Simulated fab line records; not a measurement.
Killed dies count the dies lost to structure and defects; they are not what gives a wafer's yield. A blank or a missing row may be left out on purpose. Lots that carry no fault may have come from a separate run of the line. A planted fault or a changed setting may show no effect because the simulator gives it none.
Comparing a struck lot with a sound one	flow berkeleyCmos170	19 steps out of a route of 331
Sound: wafers L119.3, L119.4, L119.5. Struck: wafers L120.3, L120.5, L120.6. The cause is given at the end.
At each step with rows: each side's tool, then ch and its chambers, then its first start. Under that, the readings that differ: sound wafers	struck wafers	difference of the means	sigmas: that difference in standard deviations of wafers without a fault.
alike: words and numbers the same on both sides, and readings whose means are apart by under 2 such deviations; not compared: readings that were withheld, readings missing a value for some wafer, numbers with overlapping values and no deviation given by the record, and bounds like >300 which may hide the same value.
A row with sigmas, a row that says differs or no value, or rows on one side alone: a step with any of these is where the two part. Numbers that have no deviation but don't overlap get no sigmas and don't part them. Lack of a reading on every wafer of one side parts them only where that side has two or more wafers.

first, 2 steps without rows for these wafers: UCB170_NLDD_IMPLANT_08; UCB170_NLDD_IMPLANT_09.
UCB170_NLDD_STRIP_10: strips in O2.
  sound on plasmaAsher-04 ch 0,1, day 8 07:52; struck on plasmaAsher-03 ch 0,1, day 8 18:28
  alike: drypumpMotorCurrentA, oesProductAu, stripTimeToEndpointS
  not compared: rfHoursCounterH
UCB170_NLDD_TW_MEAS_11:
  sound on filmMetro-01 at day 8 07:58; struck on filmMetro-02 at day 8 18:33
reading	sound	struck	difference	sigmas
NLDD_TW	2264 2261 2267	2195 2186 2194	-72	-2
then, 1 step without rows for these wafers: UCB170_NLDD_CLEAN_12 (cleans in SPM, time 600 s).
UCB170_SPACER_CVD_00: deposits SiO2 from TEOS/O2, target thk 376 nm, time 47 s.
  sound on pecvd-02 ch 0,1,2, day 8 08:17; struck on pecvd-03 ch 0,1,2, day 8 18:55
  alike: heaterPowerW
UCB170_SPACER_THK_MEAS_01:
  sound on filmMetro-04 at day 8 08:21; struck on filmMetro-04 at day 8 18:59
  alike: SPACER_TEOS_THK
then, 1 step without rows for these wafers: UCB170_SPACER_ANNEAL_02 (time 1800 s).
UCB170_SPACER_ETCHBACK_03: etches SiO2 in CHF3/CF4/Ar, stops on Si, target depth 376 nm, time 100 s.
  sound on rieDiel-02 ch 0,1, day 8 15:17; struck on rieDiel-01 ch 1,2,3, day 9 02:24
  alike: drypumpMotorCurrentA, oesProductAu, throttleValvePct
  not compared: rfHoursCounterH
then, 3 steps without rows for these wafers: UCB170_PSD_HMDS_00 (prime time 60 s); UCB170_PSD_COAT_01 (resist thk 900 nm); UCB170_PSD_SOFTBAKE_02 (time 60 s).
UCB170_PSD_EXPOSE_03: exposes mask PSELECT MOD, target cd 1200 nm.
  sound on krfScanner-02 ch 0, day 8 16:13; struck on krfScanner-02 ch 0, day 9 03:47
reading	sound	struck	difference	sigmas
model.PSD.overlayXNm (nm)	0.5329 0.5329 0.5329	107 107 107	+106	
  alike: mask
then, 2 steps without rows for these wafers: UCB170_PSD_PEB_04; UCB170_PSD_DEVELOP_05 (develop time 45 s).
UCB170_PSD_CD_MEAS_06: target cd 1200 nm.
  sound on cdSem-02 at day 8 16:36; struck on cdSem-01 at day 9 04:20
  alike: cdNm
UCB170_PSD_OVL_MEAS_07:
  sound on overlay-01 at day 8 16:41; struck on overlay-02 at day 9 04:25
reading	sound	struck	difference	sigmas
PSD_OVL (nm)	-7 1 1	113 118 111	+116	+24
next, for these wafers, 1 step has no rows: UCB170_PSD_IMPLANT_08.
UCB170_M3_PROBE_99:
  record: rows for the struck wafers here (prober-02, day 10 07:44), none for the sound ones

== WHERE THEY PART ==
At UCB170_NLDD_TW_MEAS_11 first; at UCB170_M3_PROBE_99 last (within this record only).

WHY: the cause the simulator had injected
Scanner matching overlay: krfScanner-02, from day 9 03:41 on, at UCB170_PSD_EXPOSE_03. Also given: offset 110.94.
